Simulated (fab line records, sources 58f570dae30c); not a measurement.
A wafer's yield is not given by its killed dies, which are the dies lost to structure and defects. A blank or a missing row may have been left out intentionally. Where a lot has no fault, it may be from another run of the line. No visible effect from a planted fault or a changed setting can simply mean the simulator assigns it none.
Split-lot experiment -- flow berkeley-cmos170 -- on a route of 331 steps: 5 lots, 23 wafers read

SPLIT DETAILS
At UCB170_BACKSIDE_COAT_01 (resist thk 900 nm), the setting spin-rpm was moved away from the recipe's 1500 rpm on 11 of the 23 wafers read, by +2.4% to +6.7%. All remaining wafers had this setting at the recipe value.

The split's own step is where the reading is taken.

THE READING
KrF_of_BACKSIDE_COAT_01.thk-nm (the simulator's own value, which no gauge read), in nm, at UCB170_BACKSIDE_COAT_01 (resist thk 900 nm). No usual value for it is given in the file. Here, 12 wafers ran the recipe; their average is 901.0 nm with a standard deviation of 2.4 nm.

wafer,"tool, chamber at the split","spin-rpm as run, rpm",against the recipe,"KrF_of_BACKSIDE_COAT_01.thk-nm, nm",against lot-mates on the recipe
L074.1,"litho-track-01, 0",1500,recipe,904.9,-
L074.2,"litho-track-01, 0",1500,recipe,903.1,-
L074.5,"litho-track-01, 0",1500,recipe,905.8,-
L078.1,"litho-track-01, 0",1549,+3.3%,886.8,-13.4
L078.3,"litho-track-01, 0",1549,+3.3%,886.6,-13.6
L078.4,"litho-track-01, 0",1549,+3.3%,885.7,-14.5
L078.5,"litho-track-01, 0",1500,recipe,900,-
L078.6,"litho-track-01, 0",1500,recipe,900.4,-
L080.2,"litho-track-02, 0",1590,+6.0%,875.3,-25.3
L080.3,"litho-track-02, 0",1590,+6.0%,874.3,-26.3
L080.4,"litho-track-02, 0",1500,recipe,901.8,-
L080.5,"litho-track-02, 0",1590,+6.0%,875.1,-25.5
L080.6,"litho-track-02, 0",1500,recipe,899.4,-
L081.1,"litho-track-01, 0",1500,recipe,901.3,-
L081.2,"litho-track-01, 0",1536,+2.4%,889.4,-11.1
L081.3,"litho-track-01, 0",1536,+2.4%,890.2,-10.2
L081.5,"litho-track-01, 0",1500,recipe,899.6,-
L081.6,"litho-track-01, 0",1536,+2.4%,886.9,-13.6
L084.2,"litho-track-01, 0",1500,recipe,898.8,-
L084.3,"litho-track-01, 0",1500,recipe,898.3,-
L084.4,"litho-track-01, 0",1500,recipe,898.4,-
L084.5,"litho-track-01, 0",1600,+6.7%,870.6,-27.9
L084.6,"litho-track-01, 0",1600,+6.7%,868.1,-30.4

FIT RESULTS
A straight line over all 23 wafers: KrF_of_BACKSIDE_COAT_01.thk-nm changes by -4.54 nm for each +1% of spin-rpm; r = -0.99; the points scatter about the line by 2.1 nm.
The same after taking each lot's own level away (the mean of its wafers on the recipe; 23 wafers): -4.33 nm for each +1%; r = -1.00; scatter 1.1 nm.
The reading moves by 29 nm for the largest change in spin-rpm, on that fit.
The span of the lots' own levels, 898.50 to 904.60 nm, comes to 2.6 times the standard deviation stated above.
The two slopes agree, so the slope changes little with the lot-to-lot level.
Check: -29.2 nm against its lot-mates is what the line predicts for one of the wafers moved furthest among these (+6.7%) when that wafer is left out of the fit. It came out at -27.9 nm against them.

OTHER SPLITS APPLIED TO THESE WAFERS
Other splits were also applied to these wafers ahead of the reading. Each is held against what the fit with the lots' levels taken away leaves over:
other split on the same wafers,wafers away from the commonest value,r with KrF_of_BACKSIDE_COAT_01.thk-nm (lot level and that fit taken away)
UCB170_PSD_IMPLANT_08 dose-cm2,5,+0.30
UCB170_NSD_STRIP_09 power-w,5,-0.21

THE WHOLE CHAIN: every reading that the file lists as answering this split, in the file's order
step,what it does,reading,change (the file's fit),r (the file's)
UCB170_BACKSIDE_COAT_01,resist thk 900 nm,"KrF_of_BACKSIDE_COAT_01.thk-nm (the simulator's own value, which no gauge read)",-4.35 nm for each +1% of the setting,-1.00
UCB170_BACKSIDE_STRIP_03,strips in O2,strip-time-to-endpoint-s,withheld for each +1% of the setting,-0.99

FILE'S OWN FIT
KrF_of_BACKSIDE_COAT_01.thk-nm changes by -4.35 nm for each +1% of spin-rpm, r = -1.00.
